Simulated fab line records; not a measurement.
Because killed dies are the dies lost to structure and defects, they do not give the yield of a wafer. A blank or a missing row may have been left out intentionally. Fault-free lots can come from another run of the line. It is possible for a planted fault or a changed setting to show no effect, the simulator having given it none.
Problem report, 8D (eight disciplines) form, completed by code / flow berkeleyCmos170 / the parts of the form that need people (team, actions taken, sign-off) are left out

== 1. WHAT IS WRONG ==
Wafers free of any fault read 1000.1 nm (standard deviation 1.1) for V2_POLISHED_THK at UCB170_V2_THK_MEAS_04, against a mean of 925.0 nm on 8 wafers of 3 lots. That puts it -68 standard deviations away from the usual mean.
Earliest sighting: wafer L632.3 on filmMetro-01 at day 9 02:42. At this step, 44 wafers from 15 lots have a number in the record. The rule behind "out" and "out of limits": a value lying over 4 standard deviations away from the usual mean. All remaining wafers that have a number are taken as sound.

== 2. WHAT IT IS, WHAT IT ISN'T ==
question=which readings at this step | is=V2_POLISHED_THK | is not=-
question=which lots | is=L632, L633, L636 | is not=L625, L626, L627, L628, L629, L635, L642, L643, L645, L646, L647, L648
question=which wafers of those lots | is=all that have a number | is not=-
question=read on which gauges | is=filmMetro-01, filmMetro-03 | is not=filmMetro-02
question=when | is=from day 9 02:42 | is not=up to then (15 sound wafers); but 21 sound wafers of L635, L642, L643, L645, L646, L647, L648 came after

== 3. SUSPECTS, AND WHAT RULES EACH OUT ==
Counting: a tool at any process step up to the reading remains a suspect when it ran all the lots that are out and ran no sound lot after the first of those.
- the gauge at UCB170_V2_THK_MEAS_04 is ruled out. 2 gauges (filmMetro-01, filmMetro-03) read the wafers that are out.
- cmp-01 at UCB170_V2_CMP_02 (polishes SiO2): ruled out as a lasting fault. Sound lots L645, L648 ran on it after its first lot that is out, L632 (day 9 02:25).
Left after counting: nothing in the record.

== 4. THE CAUSE (what the simulator had put in) ==
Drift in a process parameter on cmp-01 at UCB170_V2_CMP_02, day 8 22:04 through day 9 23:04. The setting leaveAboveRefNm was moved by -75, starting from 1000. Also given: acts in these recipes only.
It was ruled out by counting, in error; the rule expects a fault to strike all lots run on its tool from its start on, and this fault did not.

== 5. SEQUENCE OF EFFECTS, ordered by route ==
Each row: a reading where the mean over the struck wafers with a number is more than 3 standard deviations away from the usual. Only readings whose record carries a usual standard deviation are examined. hours: median over the lots of the time between each lot's start at the first step of this table that gives one and its start at this step. sigmas: the change, counted in usual standard deviations.
hours=0; step=UCB170_V2_THK_MEAS_04; reading=V2_POLISHED_THK; usual=1000.1 nm; on struck wafers=925.0; change=-75.1; sigmas=-68
Later steps that measure or inspect, where all struck wafers having a row at the step show a number for every such reading and not one has moved that far: UCB170_M3_CD_MEAS_15.

== 6. HOW IT WOULD HAVE BEEN CAUGHT EARLIER ==
5 hours passed between the start of the fault at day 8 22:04 and the first reading out of limits at a measuring or inspecting step in this record, taken at day 9 02:42.
Of the tool readings at UCB170_V2_CMP_02 for which the record gives a usual standard deviation, none was out on any struck wafer, so an alarm limit of 4 standard deviations on them would not have fired.
